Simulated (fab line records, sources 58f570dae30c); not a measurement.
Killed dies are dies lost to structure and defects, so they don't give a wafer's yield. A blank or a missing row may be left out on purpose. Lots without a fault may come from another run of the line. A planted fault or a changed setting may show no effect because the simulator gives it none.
fab line records | flow berkeley_cmos170
record lots=5 wafers=15 last_day=12
route steps=331 shown SILICIDE@211 CONTACT@216 M1@238
lots that met no fault: from a run of the same line without faults
start_h: hours from the record's first day to the start of the lot's first wafer shown | wait_h: hours since the lot's step before | " the same as in the row above | L1.1+2: a row that stands for several wafers | - no value, or no start given | * or withheld: withheld | < > ~ a bound
route shown NAME@n: a module of which the file shows steps, and the number in the route of the first | usual: mean/standard deviation of fault-free wafers | same: alike in all rows | chamber/n: place in a boat | sites: the reading at each site | _std_site: their standard deviation | _edge_site: outer sites' mean less inner sites' | radius_mm: how far each site lies from the wafer's centre | mask NAME#n: copy n | behind: the tool/chamber that last shaped the wafer | hold: why the lot was held/for how many hours/how that ended | device: the transistor (n, p or np) that didn't switch | end of line: the same wafers' tests at the end of the route | a step without rows: its recipe alone | killed: dies lost to structure and defects at the first sort, not the wafer's yield | map: a wafer's dies, x killed, . not, _ none there
set.NAME: the setting as run; set.NAME@STEP: as run at that earlier step | model.NAME: the simulator's own value behind a step, which no gauge read
lots at some steps of the route; a table a step, a row a wafer
services: from which hour (start_h, from the record's first day; less than 0 if before it) a tool's chamber was out of use, for how many hours, and why
## steps
# step UCB170_SILICIDE_SPUTTER_01
# recipe material=Ti target_thk_nm=30 time_s=25 power_w=1500 chamber_pressure_pa=0.5
# usual throttle_valve_pct=29.9/1.2
# columns lot.wafer tool chamber start_h wait_h throttle_valve_pct
L077.2 pvd_sputter-03 - 169.49 0.0 28.3
L077.5 " - " " 30.1
L077.6 " - " " 31.7
L081.1 pvd_sputter-02 - 179.42 0.0 30.7
L081.3 " - " " 30.5
L081.4 " - " " 31.8
L084.2 pvd_sputter-01 - 187.28 0.0 29.0
L084.5 " - " " 30.1
L084.6 " - " " 28.7
L086.2 pvd_sputter-03 - 204.01 0.0 30.2
L086.3 " - " " 27.9
L086.4 " - " " 31.6
L096.2 pvd_sputter-02 - 253.15 0.0 30.8
L096.3 " - " " 29.1
L096.6 " - " " 31.6
# step UCB170_SILICIDE_RS_MEAS_02
# recipe thk_meas_gauge=four-point-probe reads=Ti_of_SILICIDE_SPUTTER_01
# usual SILICIDE_TI_RS=26.1/0.46
# columns lot.wafer tool chamber start_h wait_h SILICIDE_TI_RS[ohm/sq]
L077.2 film_metro-01 - 169.54 0.0 26.8
L077.5 " - " " 26.4
L077.6 " - " " 26.9
L081.1 film_metro-04 - 179.45 0.0 26.0
L081.3 " - " " 26.0
L081.4 " - " " 26.1
L084.2 film_metro-04 - 187.33 0.0 25.2
L084.5 " - " " 26.3
L084.6 " - " " 25.8
L086.2 film_metro-03 - 204.06 0.0 26.3
L086.3 " - " " 26.7
L086.4 " - " " 26.9
L096.2 film_metro-03 - 253.20 0.0 25.6
L096.3 " - " " 25.4
L096.6 " - " " 26.0
# step UCB170_SILICIDE_THK_MEAS_03
# recipe thk_meas_gauge=xrf reads=Ti_of_SILICIDE_SPUTTER_01
# usual SILICIDE_TI_THK=30.0/0.42
# columns lot.wafer tool chamber start_h wait_h SILICIDE_TI_THK[nm]
L077.2 film_metro-01 - 169.65 0.1 29.5
L077.5 " - " " 29.9
L077.6 " - " " 29.4
L081.1 film_metro-04 - 179.57 0.1 29.9
L081.3 " - " " 29.9
L081.4 " - " " 29.9
L084.2 film_metro-04 - 187.44 0.1 30.9
L084.5 " - " " 29.6
L084.6 " - " " 30.1
L086.2 film_metro-03 - 204.17 0.1 29.8
L086.3 " - " " 29.2
L086.4 " - " " 29.1
L096.2 film_metro-03 - 253.31 0.1 30.3
L096.3 " - " " 30.5
L096.6 " - " " 30.0
# step UCB170_SILICIDE_RTA_04
# recipe temp_c=650 time_s=15 ambient=N2
# usual lamp_power_pct=11.3/0.42 wafer_temp_C_max=653.1/1.6
# columns lot.wafer tool chamber start_h wait_h lamp_power_pct wafer_temp_C_max
L077.2 rtp_anneal-01 0 169.71 0.1 11.0 651.9
L077.5 " 0 " " 10.9 652.5
L077.6 " 0 " " 10.9 652.0
L081.1 rtp_anneal-01 0 179.63 0.1 11.0 652.1
L081.3 " 0 " " 11.0 651.5
L081.4 " 0 " " 10.9 650.9
L084.2 rtp_anneal-02 0 187.50 0.1 11.8 654.6
L084.5 " 0 " " 11.8 653.8
L084.6 " 0 " " 11.8 653.6
L086.2 rtp_anneal-02 0 204.25 0.1 11.8 654.9
L086.3 " 0 " " 11.8 655.1
L086.4 " 0 " " 11.8 654.0
L096.2 rtp_anneal-01 0 253.38 0.1 11.0 652.1
L096.3 " 0 " " 10.9 651.4
L096.6 " 0 " " 11.0 652.4
# step UCB170_SILICIDE_WET_ETCH_05
# recipe chemistry=SPM time_s=45 temp_c=120 target=Ti
# columns lot.wafer tool chamber start_h wait_h
L077.2+5+6 wet_bench-04 2 169.94 0.2
L081.1+3+4 wet_bench-04 1 179.86 0.2
L084.2+5+6 wet_bench-04 0 187.57 0.1
L086.2+3+4 wet_bench-01 3 204.40 0.1
L096.2+3+6 wet_bench-01 1 254.69 1.3
# step UCB170_CONTACT_CLEAN_00
# recipe chemistry=SPM temp_c=120 time_s=600
# columns lot.wafer tool chamber start_h wait_h
L077.2+5+6 wet_bench-04 0 169.96 0.0
L081.1+3+4 wet_bench-04 2 179.88 0.0
L084.2+5+6 wet_bench-04 1 187.59 0.0
L086.2+3+4 wet_bench-01 1 204.42 0.0
L096.2+3+6 wet_bench-01 1 255.06 0.3
# step UCB170_CONTACT_CVD_01
# recipe material=PSG target_thk_nm=700 temp_c=450 precursor=SiH4/O2/PH3 time_s=2820 pressure_mtorr=300 sih4_flow_sccm=60 o2_flow_sccm=90 ph3_flow_sccm=25
# usual ph3_flow_sccm=25.00/0.076
# columns lot.wafer tool chamber start_h wait_h ph3_flow_sccm
L077.2 lpcvd-02 1 170.15 0.0 24.99
L077.5 " 1 " " 25.07
L077.6 " 1 " " 25.13
L081.1 lpcvd-01 0 180.06 0.0 25.06
L081.3 " 0 " " 25.02
L081.4 " 0 " " 25.14
L084.2 lpcvd-02 1 189.18 1.4 25.09
L084.5 " 1 " " 25.07
L084.6 " 1 " " 25.07
L086.2 lpcvd-01 0 204.61 0.0 24.92
L086.3 " 0 " " 24.96
L086.4 " 0 " " 24.89
L096.2 lpcvd-02 0 255.65 0.4 24.98
L096.3 " 0 " " 25.03
L096.6 " 0 " " 24.93
# step UCB170_CONTACT_THK_MEAS_02
# recipe reads=PSG_of_CONTACT_CVD_01
# usual CONTACT_PSG_THK=698/6.1
# columns lot.wafer tool chamber start_h wait_h CONTACT_PSG_THK[nm]
L077.2 film_metro-02 - 171.95 0.0 704
L077.5 " - " " 703
L077.6 " - " " 703
L081.1 film_metro-04 - 181.84 0.0 693
L081.3 " - " " 695
L081.4 " - " " 695
L084.2 film_metro-02 - 190.98 0.0 704
L084.5 " - " " 697
L084.6 " - " " 705
L086.2 film_metro-04 - 206.41 0.0 693
L086.3 " - " " 688
L086.4 " - " " 687
L096.2 film_metro-01 - 258.33 0.0 710
L096.3 " - " " 700
L096.6 " - " " 703
# step UCB170_CONTACT_HMDS_03
# recipe prime_time_s=60 prime_temp_c=100
# usual prime_temp_c=99.98/0.13
# columns lot.wafer tool chamber start_h wait_h prime_temp_c
L077.2 litho_track-01 0 172.43 0.5 100.12
L077.5 " 0 " " 100.02
L077.6 " 0 " " 99.98
L081.1 litho_track-03 0 181.98 0.1 99.98
L081.3 " 0 " " 100.16
L081.4 " 0 " " 99.87
L084.2 litho_track-04 0 191.24 0.3 100.18
L084.5 " 0 " " 100.05
L084.6 " 0 " " 99.92
L086.2 litho_track-04 0 206.48 0.1 99.96
L086.3 " 0 " " 100.01
L086.4 " 0 " " 99.90
L096.2 litho_track-03 0 258.62 0.3 99.99
L096.3 " 0 " " 99.98
L096.6 " 0 " " 100.30
# step UCB170_CONTACT_COAT_04
# recipe resist=KrF spin_rpm=1500 resist_thk_nm=900
# columns lot.wafer tool chamber start_h wait_h
L077.2+5+6 litho_track-01 0 172.58 0.1
L081.1+3+4 litho_track-03 0 182.13 0.1
L084.2+5+6 litho_track-04 0 191.39 0.1
L086.2+3+4 litho_track-04 0 206.63 0.1
L096.2+3+6 litho_track-03 0 258.77 0.1
# step UCB170_CONTACT_SOFTBAKE_05
# recipe resist=KrF temp_c=130 time_s=60
# columns lot.wafer tool chamber start_h wait_h
L077.2+5+6 litho_track-01 0 172.73 0.1
L081.1+3+4 litho_track-03 0 182.28 0.1
L084.2+5+6 litho_track-04 0 191.54 0.1
L086.2+3+4 litho_track-04 0 206.78 0.1
L096.2+3+6 litho_track-03 0 258.92 0.1
# step UCB170_CONTACT_STRIP_06
# recipe chemistry=O2 power_w=400 pressure_mtorr=3500 platen_temp_c=withheld o2_flow_sccm=400 overash_fraction=0.5
# usual drypump_motor_current_A=5.8/0.54 oes_product_au=0.734/0.0046 strip_time_to_endpoint_s=21.97/0.061
# columns lot.wafer tool chamber start_h wait_h drypump_motor_current_A oes_product_au rf_hours_counter_h strip_time_to_endpoint_s
L077.2 plasma_asher-02 0 172.85 0.1 4.8 0.727 45 21.98
L077.5 " 0 " " 4.8 0.740 - 21.90
L077.6 " 1 " " 6.0 0.733 - 21.97
L081.1 plasma_asher-03 1 182.43 0.1 6.4 0.735 49 21.98
L081.3 " 0 " " 6.0 0.733 - 21.98
L081.4 " 1 " " 6.4 0.725 - 21.94
L084.2 plasma_asher-04 0 191.67 0.1 5.6 0.730 44 21.97
L084.5 " 0 " " 5.6 0.726 - 21.99
L084.6 " 1 " " 6.0 0.737 - 21.97
L086.2 plasma_asher-02 0 206.91 0.1 4.8 0.736 50 21.94
L086.3 " 1 " " 6.0 0.739 - 21.98
L086.4 " 0 " " 4.8 0.748 - 22.00
L096.2 plasma_asher-04 1 259.04 0.1 6.1 0.733 46 21.94
L096.3 " 0 " " 5.6 0.740 - 21.97
L096.6 " 0 " " 5.6 0.732 - 21.96
# step UCB170_CONTACT_CLEAN_07
# recipe chemistry=SPM temp_c=120 time_s=600
# columns lot.wafer tool chamber start_h wait_h
L077.2+5+6 wet_bench-01 3 172.95 0.1
L081.1+3+4 wet_bench-04 0 182.53 0.1
L084.2+5+6 wet_bench-04 1 191.77 0.1
L086.2+3+4 wet_bench-01 0 207.01 0.1
L096.2+3+6 wet_bench-04 2 259.16 0.1
# step UCB170_CONTACT_RTA_08
# recipe temp_c=900 time_s=10 ambient=N2
# usual lamp_power_pct=26.7/0.98 wafer_temp_C_max=904.7/2.2
# columns lot.wafer tool chamber start_h wait_h lamp_power_pct wafer_temp_C_max
L077.2 rtp_anneal-01 0 173.14 0.0 25.5 902.6
L077.5 " 0 " " 25.5 902.5
L077.6 " 0 " " 25.6 901.5
L081.1 rtp_anneal-01 0 182.70 0.0 25.5 902.4
L081.3 " 0 " " 25.6 902.9
L081.4 " 0 " " 25.6 903.0
L084.2 rtp_anneal-02 0 191.95 0.0 27.5 906.6
L084.5 " 0 " " 27.5 908.1
L084.6 " 0 " " 27.5 906.5
L086.2 rtp_anneal-02 0 207.21 0.0 27.5 905.3
L086.3 " 0 " " 27.5 905.4
L086.4 " 0 " " 27.6 906.1
L096.2 rtp_anneal-02 0 259.40 0.0 27.5 905.2
L096.3 " 0 " " 27.6 905.5
L096.6 " 0 " " 27.5 904.7
# step UCB170_CONTACT_COAT_09
# recipe resist=BARC temp_c=withheld time_s=withheld spin_rpm=3000 resist_thk_nm=withheld
# columns lot.wafer tool chamber start_h wait_h
L077.2+5+6 litho_track-01 0 173.22 0.1
L081.1+3+4 litho_track-04 0 182.80 0.1
L084.2+5+6 litho_track-04 0 192.03 0.1
L086.2+3+4 litho_track-04 0 207.29 0.1
L096.2+3+6 litho_track-04 0 259.48 0.1
# step UCB170_CONTACT_COAT_10
# recipe resist=KrF spin_rpm=1500 resist_thk_nm=900
# columns lot.wafer tool chamber start_h wait_h
L077.2+5+6 litho_track-01 0 - -
L081.1+3+4 litho_track-04 0 - -
L084.2+5+6 litho_track-04 0 - -
L086.2+3+4 litho_track-04 0 - -
L096.2+3+6 litho_track-04 0 - -
# step UCB170_CONTACT_SOFTBAKE_11
# recipe resist=KrF temp_c=130 time_s=60
# columns lot.wafer tool chamber start_h wait_h
L077.2+5+6 litho_track-01 0 - -
L081.1+3+4 litho_track-04 0 - -
L084.2+5+6 litho_track-04 0 - -
L086.2+3+4 litho_track-04 0 - -
L096.2+3+6 litho_track-04 0 - -
# step UCB170_CONTACT_EXPOSE_12
# recipe mask_id=CONT target_cd_nm=700 na=0.5 sigma_outer=0.6 source_shape=conventional dose_mj=35
# usual exposure_dose_mJ_cm2=35.00/0.037 stage_vel_mm_s=499.98/0.23
# columns lot.wafer tool chamber start_h wait_h mask exposure_dose_mJ_cm2 stage_vel_mm_s
L077.2 krf_scanner-01 0 173.66 - CONT#0 34.96 499.68
L077.5 " 0 " " CONT#0 34.94 500.25
L077.6 " 0 " " CONT#0 34.97 500.11
L081.1 krf_scanner-02 0 183.35 - CONT#0 34.96 499.98
L081.3 " 0 " " CONT#0 34.97 500.11
L081.4 " 0 " " CONT#0 34.99 500.03
L084.2 krf_scanner-01 0 192.60 - CONT#0 35.01 499.82
L084.5 " 0 " " CONT#0 34.98 500.10
L084.6 " 0 " " CONT#0 35.05 500.04
L086.2 krf_scanner-01 0 207.73 - CONT#0 35.01 500.27
L086.3 " 0 " " CONT#0 34.98 499.77
L086.4 " 0 " " CONT#0 35.01 500.22
L096.2 krf_scanner-02 0 260.05 - CONT#0 35.02 499.91
L096.3 " 0 " " CONT#0 35.01 499.92
L096.6 " 0 " " CONT#0 35.02 499.93
# step UCB170_CONTACT_PEB_13
# recipe peb_temp_c=130 peb_time_s=withheld resist=KrF
# columns lot.wafer tool chamber start_h wait_h
L077.2+5+6 litho_track-01 0 173.78 0.1
L081.1+3+4 litho_track-03 0 184.05 0.7
L084.2+5+6 litho_track-04 0 192.93 0.3
L086.2+3+4 litho_track-04 0 207.86 0.1
L096.2+3+6 litho_track-04 0 260.17 0.1
# step UCB170_CONTACT_DEVELOP_14
# recipe developer=TMAH develop_time_s=45 resist=KrF dev_temp_c=21
# columns lot.wafer tool chamber start_h wait_h
L077.2+5+6 litho_track-01 0 - -
L081.1+3+4 litho_track-03 0 - -
L084.2+5+6 litho_track-04 0 - -
L086.2+3+4 litho_track-04 0 - -
L096.2+3+6 litho_track-04 0 - -
# step UCB170_CONTACT_CD_MEAS_15
# recipe target_cd_nm=700
# usual cd_nm=700.5/1.4
# columns lot.wafer tool chamber start_h wait_h cd_nm
L077.2 cd_sem-02 - 174.05 - 701.0
L077.5 " - " " 700.7
L077.6 " - " " 699.8
L081.1 cd_sem-01 - 184.33 - 701.2
L081.3 " - " " 699.9
L081.4 " - " " 700.2
L084.2 cd_sem-02 - 193.20 - 702.3
L084.5 " - " " 701.8
L084.6 " - " " 702.5
L086.2 cd_sem-02 - 208.13 - 701.3
L086.3 " - " " 700.1
L086.4 " - " " 698.9
L096.2 cd_sem-01 - 260.44 - 700.2
L096.3 " - " " 698.9
L096.6 " - " " 699.7
# step UCB170_CONTACT_OVL_MEAS_16
# usual CONTACT_OVL=-1/5.9
# columns lot.wafer tool chamber start_h wait_h CONTACT_OVL[nm]
L077.2 overlay-01 - 174.16 0.1 -6
L077.5 " - " " 0
L077.6 " - " " -8
L081.1 overlay-01 - 184.45 0.1 14
L081.3 " - " " 11
L081.4 " - " " 14
L084.2 overlay-01 - 193.31 0.1 4
L084.5 " - " " 6
L084.6 " - " " -3
L086.2 overlay-01 - 208.23 0.1 -4
L086.3 " - " " -6
L086.4 " - " " 4
L096.2 overlay-01 - 260.54 0.1 -6
L096.3 " - " " -4
L096.6 " - " " -5
# step UCB170_CONTACT_ETCH_17
# recipe chemistry=N2/H2 target_depth_a=withheld overetch_a=withheld target=BARC time_s=withheld source_w=500 bias_w=100 pressure_mtorr=30 n2_flow_sccm=100 h2_flow_sccm=200
# usual drypump_motor_current_A=5.8/0.58 oes_product_au=1.002/0.017 throttle_valve_pct=13.26/0.2
# columns lot.wafer tool chamber start_h wait_h drypump_motor_current_A oes_product_au throttle_valve_pct
L077.2 rie_diel-03 2 174.19 0.0 5.7 1.014 13.34
L077.5 " 3 " " 5.3 1.020 13.30
L077.6 " 2 " " 5.8 0.996 13.36
L081.1 rie_diel-02 1 184.48 0.0 5.1 0.999 13.37
L081.3 " 0 " " 5.2 1.002 13.05
L081.4 " 1 " " 5.1 0.998 13.38
L084.2 rie_diel-02 3 193.34 0.0 6.6 1.015 13.31
L084.5 " 3 " " 6.6 1.009 13.30
L084.6 " 1 " " 5.1 1.001 13.39
L086.2 rie_diel-02 3 208.26 0.0 6.6 1.014 13.30
L086.3 " 0 " " 5.2 0.994 13.04
L086.4 " 0 " " 5.2 0.999 13.06
L096.2 rie_diel-03 0 260.57 0.0 5.6 0.977 13.73
L096.3 " 1 " " 6.4 1.031 13.42
L096.6 " 2 " " 5.8 1.012 13.34
# step UCB170_CONTACT_ETCH_18
# recipe chemistry=CHF3/CF4/Ar target=PSG stop_on=TiSi2 CHF3_flow_sccm=45 cf4_flow_sccm=15 Ar_flow_sccm=150 pressure_mtorr=200 rf_w=700 target_depth_a=8400 over_etch_frac=0.2 time_s=195
# usual drypump_motor_current_A=5.8/0.58 oes_product_au=0.894/0.013 throttle_valve_pct=6.91/0.12
# same over_etch_frac=0.2
# columns lot.wafer tool chamber start_h wait_h drypump_motor_current_A oes_product_au rf_hours_counter_h throttle_valve_pct
L077.2 rie_diel-03 2 - - 5.7 0.907 61 7.00
L077.5 " 3 " " 5.3 0.902 - 6.93
L077.6 " 2 " " 5.7 0.910 - 7.00
L081.1 rie_diel-02 1 - - 5.1 0.877 3 7.04
L081.3 " 0 " " 5.2 0.892 18 6.86
L081.4 " 1 " " 5.1 0.879 - 7.03
L084.2 rie_diel-02 3 - - 6.6 0.894 41 6.84
L084.5 " 3 " " 6.6 0.890 - 6.84
L084.6 " 1 " " 5.1 0.885 - 7.05
L086.2 rie_diel-02 3 - - 6.6 0.875 42 6.84
L086.3 " 0 " " 5.2 0.894 19 6.86
L086.4 " 0 " " 5.2 0.884 - 6.84
L096.2 rie_diel-03 0 - - 5.6 0.909 1 7.14
L096.3 " 1 " " 6.3 0.905 56 6.94
L096.6 " 2 " " 5.8 0.907 - 6.99
# step UCB170_CONTACT_STRIP_19
# recipe chemistry=O2 power_w=400 pressure_mtorr=3500 platen_temp_c=withheld o2_flow_sccm=400 overash_fraction=0.5
# usual drypump_motor_current_A=5.9/0.54 oes_product_au=0.725/0.0049
# columns lot.wafer tool chamber start_h wait_h drypump_motor_current_A oes_product_au rf_hours_counter_h
L077.2 plasma_asher-02 0 174.36 - 4.8 0.716 45
L077.5 " 0 " " 4.8 0.727 -
L077.6 " 1 " " 6.0 0.717 -
L081.1 plasma_asher-04 0 184.65 - 5.6 0.724 43
L081.3 " 0 " " 5.6 0.730 -
L081.4 " 1 " " 6.1 0.732 -
L084.2 plasma_asher-03 0 193.51 - 6.0 0.729 50
L084.5 " 1 " " 6.4 0.729 -
L084.6 " 0 " " 6.0 0.719 -
L086.2 plasma_asher-03 0 208.43 - 6.0 0.725 52
L086.3 " 1 " " 6.4 0.723 -
L086.4 " 0 " " 6.0 0.728 -
L096.2 plasma_asher-04 1 260.74 - 6.1 0.728 47
L096.3 " 0 " " 5.6 0.728 -
L096.6 " 1 " " 6.1 0.723 -
# step UCB170_CONTACT_CD_MEAS_90
# recipe target_cd_nm=700
# usual cd_nm=700.3/1.5
# columns lot.wafer tool chamber start_h wait_h cd_nm
L077.2 cd_sem-02 - 174.48 0.1 700.3
L077.5 " - " " 700.5
L077.6 " - " " 698.3
L081.1 cd_sem-01 - 184.75 0.1 700.0
L081.3 " - " " 700.6
L081.4 " - " " 699.8
L084.2 cd_sem-02 - 193.63 0.1 702.4
L084.5 " - " " 701.0
L084.6 " - " " 701.5
L086.2 cd_sem-02 - 208.55 0.1 701.7
L086.3 " - " " 700.6
L086.4 " - " " 699.5
L096.2 cd_sem-02 - 260.86 0.1 701.2
L096.3 " - " " 698.1
L096.6 " - " " 699.2
# step UCB170_CONTACT_CLEAN_20
# recipe chemistry=SPM temp_c=120 time_s=600
# columns lot.wafer tool chamber start_h wait_h
L077.2+5+6 wet_bench-01 3 174.58 0.1
L081.1+3+4 wet_bench-03 3 185.04 0.3
L084.2+5+6 wet_bench-04 1 193.80 0.2
L086.2+3+4 wet_bench-04 1 208.65 0.1
L096.2+3+6 wet_bench-04 3 260.96 0.1
# step UCB170_M1_SPUTTER_00
# recipe material=Al target_thk_nm=600 time_s=80 power_w=6000 chamber_pressure_pa=0.5
# usual throttle_valve_pct=30.3/1.3
# columns lot.wafer tool chamber start_h wait_h throttle_valve_pct
L077.2 pvd_sputter-03 - 174.75 0.0 27.8
L077.5 " - " " 30.1
L077.6 " - " " 31.8
L081.1 pvd_sputter-02 - 185.23 0.0 30.2
L081.3 " - " " 29.2
L081.4 " - " " 32.0
L084.2 pvd_sputter-04 - 193.97 0.0 30.6
L084.5 " - " " 31.7
L084.6 " - " " 29.9
L086.2 pvd_sputter-02 - 208.82 0.0 30.5
L086.3 " - " " 30.7
L086.4 " - " " 30.3
L096.2 pvd_sputter-03 - 261.15 0.0 31.9
L096.3 " - " " 31.0
L096.6 " - " " 31.6
# step UCB170_M1_RS_MEAS_01
# recipe thk_meas_gauge=four-point-probe reads=Al_of_M1_SPUTTER_00
# usual M1_AL_RS=0.0482/0.00061
# columns lot.wafer tool chamber start_h wait_h M1_AL_RS[ohm/sq]
L077.2 film_metro-04 - 174.83 0.1 0.0485
L077.5 " - " " 0.0480
L077.6 " - " " 0.0477
L081.1 film_metro-02 - 185.29 0.0 0.0493
L081.3 " - " " 0.0492
L081.4 " - " " 0.0488
L084.2 film_metro-02 - 194.05 0.1 0.0475
L084.5 " - " " 0.0480
L084.6 " - " " 0.0483
L086.2 film_metro-02 - 208.91 0.1 0.0488
L086.3 " - " " 0.0489
L086.4 " - " " 0.0484
L096.2 film_metro-02 - 261.23 0.1 0.0481
L096.3 " - " " 0.0488
L096.6 " - " " 0.0481
# step UCB170_M1_THK_MEAS_02
# recipe thk_meas_gauge=xrf reads=Al_of_M1_SPUTTER_00
# usual M1_AL_THK=600/8.2
# columns lot.wafer tool chamber start_h wait_h M1_AL_THK[nm]
L077.2 film_metro-04 - 174.94 0.1 592
L077.5 " - " " 599
L077.6 " - " " 609
L081.1 film_metro-02 - 185.41 0.1 587
L081.3 " - " " 584
L081.4 " - " " 593
L084.2 film_metro-02 - 194.16 0.1 614
L084.5 " - " " 604
L084.6 " - " " 604
L086.2 film_metro-02 - 209.02 0.1 597
L086.3 " - " " 596
L086.4 " - " " 603
L096.2 film_metro-02 - 261.34 0.1 599
L096.3 " - " " 593
L096.6 " - " " 595
# step UCB170_M1_COAT_03
# recipe resist=BARC temp_c=withheld time_s=withheld spin_rpm=3000 resist_thk_nm=withheld
# columns lot.wafer tool chamber start_h wait_h
L077.2+5+6 litho_track-04 0 175.23 0.3
L081.1+3+4 litho_track-01 0 186.02 0.6
L084.2+5+6 litho_track-02 0 194.72 0.5
L086.2+3+4 litho_track-01 0 209.59 0.6
L096.2+3+6 litho_track-04 0 261.42 0.1
# step UCB170_M1_COAT_04
# recipe resist=KrF spin_rpm=1500 resist_thk_nm=900
# columns lot.wafer tool chamber start_h wait_h
L077.2+5+6 litho_track-04 0 - -
L081.1+3+4 litho_track-01 0 - -
L084.2+5+6 litho_track-02 0 - -
L086.2+3+4 litho_track-01 0 - -
L096.2+3+6 litho_track-04 0 - -
# step UCB170_M1_SOFTBAKE_05
# recipe resist=KrF temp_c=130 time_s=60
# columns lot.wafer tool chamber start_h wait_h
L077.2+5+6 litho_track-04 0 - -
L081.1+3+4 litho_track-01 0 - -
L084.2+5+6 litho_track-02 0 - -
L086.2+3+4 litho_track-01 0 - -
L096.2+3+6 litho_track-04 0 - -
# step UCB170_M1_EXPOSE_06
# recipe mask_id=METAL1 target_cd_nm=700 na=0.5 sigma_outer=0.6 source_shape=conventional dose_mj=21
# usual exposure_dose_mJ_cm2=20.997/0.021 stage_vel_mm_s=500.03/0.26
# columns lot.wafer tool chamber start_h wait_h mask exposure_dose_mJ_cm2 stage_vel_mm_s
L077.2 krf_scanner-01 0 175.85 - METAL1#0 20.999 500.14
L077.5 " 0 " " METAL1#0 21.009 500.28
L077.6 " 0 " " METAL1#0 20.988 500.33
L081.1 krf_scanner-01 0 - - METAL1#0 21.012 499.95
L081.3 " 0 " " METAL1#0 20.999 500.26
L081.4 " 0 " " METAL1#0 21.001 500.35
L084.2 krf_scanner-01 0 195.18 - METAL1#0 20.989 499.96
L084.5 " 0 " " METAL1#0 20.980 499.97
L084.6 " 0 " " METAL1#0 20.965 499.75
L086.2 krf_scanner-01 0 210.04 - METAL1#0 21.033 500.26
L086.3 " 0 " " METAL1#0 20.989 500.11
L086.4 " 0 " " METAL1#0 21.008 500.18
L096.2 krf_scanner-02 0 261.86 - METAL1#0 21.049 499.59
L096.3 " 0 " " METAL1#0 20.997 499.71
L096.6 " 0 " " METAL1#0 21.001 499.90
# step UCB170_M1_PEB_07
# recipe peb_temp_c=130 peb_time_s=withheld resist=KrF
# columns lot.wafer tool chamber start_h wait_h
L077.2+5+6 litho_track-04 0 176.01 0.1
L081.1+3+4 litho_track-01 0 - -
L084.2+5+6 litho_track-01 0 196.00 0.8
L086.2+3+4 litho_track-04 0 210.27 0.2
L096.2+3+6 litho_track-04 0 262.32 0.4
# step UCB170_M1_DEVELOP_08
# recipe developer=TMAH develop_time_s=45 resist=KrF dev_temp_c=21
# columns lot.wafer tool chamber start_h wait_h
L077.2+5+6 litho_track-04 0 - -
L081.1+3+4 litho_track-01 0 - -
L084.2+5+6 litho_track-01 0 - -
L086.2+3+4 litho_track-04 0 - -
L096.2+3+6 litho_track-04 0 - -
# step UCB170_M1_CD_MEAS_09
# recipe target_cd_nm=700
# usual cd_nm=699.9/1.4
# columns lot.wafer tool chamber start_h wait_h cd_nm
L077.2 cd_sem-02 - 176.28 - 700.9
L077.5 " - " " 699.5
L077.6 " - " " 699.8
L081.1 cd_sem-01 - 187.92 - 699.9
L081.3 " - " " 700.8
L081.4 " - " " 701.0
L084.2 cd_sem-01 - 196.27 - 699.1
L084.5 " - " " 697.7
L084.6 " - " " 697.9
L086.2 cd_sem-02 - 210.59 - 702.5
L086.3 " - " " 703.0
L086.4 " - " " 703.0
L096.2 cd_sem-01 - 262.59 - 698.7
L096.3 " - " " 699.0
L096.6 " - " " 698.2
# step UCB170_M1_OVL_MEAS_10
# usual M1_OVL=-4/5.2
# columns lot.wafer tool chamber start_h wait_h M1_OVL[nm]
L077.2 overlay-01 - 176.38 0.1 -5
L077.5 " - " " -4
L077.6 " - " " -13
L081.1 overlay-02 - 188.04 0.1 5
L081.3 " - " " 4
L081.4 " - " " 8
L084.2 overlay-01 - 196.37 0.1 -4
L084.5 " - " " -5
L084.6 " - " " -1
L086.2 overlay-01 - 210.70 0.1 -4
L086.3 " - " " -5
L086.4 " - " " -5
L096.2 overlay-02 - 262.69 0.1 2
L096.3 " - " " -8
L096.6 " - " " 1
# step UCB170_M1_ETCH_11
# recipe chemistry=N2/H2 target_depth_a=withheld overetch_a=withheld target=BARC time_s=withheld source_w=500 bias_w=100 pressure_mtorr=30 n2_flow_sccm=100 h2_flow_sccm=200
# usual drypump_motor_current_A=5.7/0.55 oes_product_au=1.003/0.016 throttle_valve_pct=13.19/0.14
# columns lot.wafer tool chamber start_h wait_h drypump_motor_current_A oes_product_au throttle_valve_pct
L077.2 rie_diel-01 0 176.41 0.0 6.6 0.970 13.15
L077.5 " 2 " " 5.3 1.013 13.27
L077.6 " 3 " " 5.6 0.958 13.03
L081.1 rie_diel-02 0 188.08 0.0 5.2 1.005 13.07
L081.3 " 3 " " 6.6 1.000 13.29
L081.4 " 0 " " 5.2 0.993 13.06
L084.2 rie_diel-01 1 196.40 0.0 6.5 0.987 12.84
L084.5 " 2 " " 5.3 1.019 13.25
L084.6 " 1 " " 6.5 0.980 12.84
L086.2 rie_diel-02 0 210.73 0.0 5.2 0.992 13.06
L086.3 " 1 " " 5.1 0.991 13.38
L086.4 " 1 " " 5.1 1.000 13.37
L096.2 rie_diel-04 1 262.72 0.0 5.6 0.997 13.21
L096.3 " 2 " " 5.1 1.021 13.20
L096.6 " 0 " " 5.6 1.015 13.17
## services
# columns tool chamber start_h hours kind
rie_diel-03 3 151.24 7.8 repair
krf_scanner-02 - 156.90 0.9 repair
rie_diel-02 3 159.41 3.8 repair
rie_diel-02 0 159.62 21.0 repair
rie_diel-03 0 163.48 1.8 repair
wet_bench-04 - 163.54 3.9 repair
krf_scanner-02 - 171.94 8.0 repair
krf_scanner-01 - 182.87 0.8 pm
rtp_anneal-01 - 188.38 6.3 pm
krf_scanner-01 - 190.24 0.5 repair
rie_diel-03 3 190.55 10.0 repair
krf_scanner-02 - 191.59 1.3 pm
krf_scanner-02 - 192.89 4.0 pm
krf_scanner-02 - 202.08 1.0 pm
krf_scanner-02 - 203.97 0.8 pm
plasma_asher-04 - 211.67 28.1 pm
wet_bench-04 - 220.37 1.9 pm
krf_scanner-02 - 221.94 11.0 repair
pvd_sputter-02 - 227.81 0.5 repair
krf_scanner-02 - 234.33 11.6 pm
pvd_sputter-02 - 238.71 12.8 repair
krf_scanner-01 - 245.96 1.3 pm
pvd_sputter-02 - 257.26 12.4 repair
krf_scanner-01 - 261.27 4.4 pm
## key
fault none
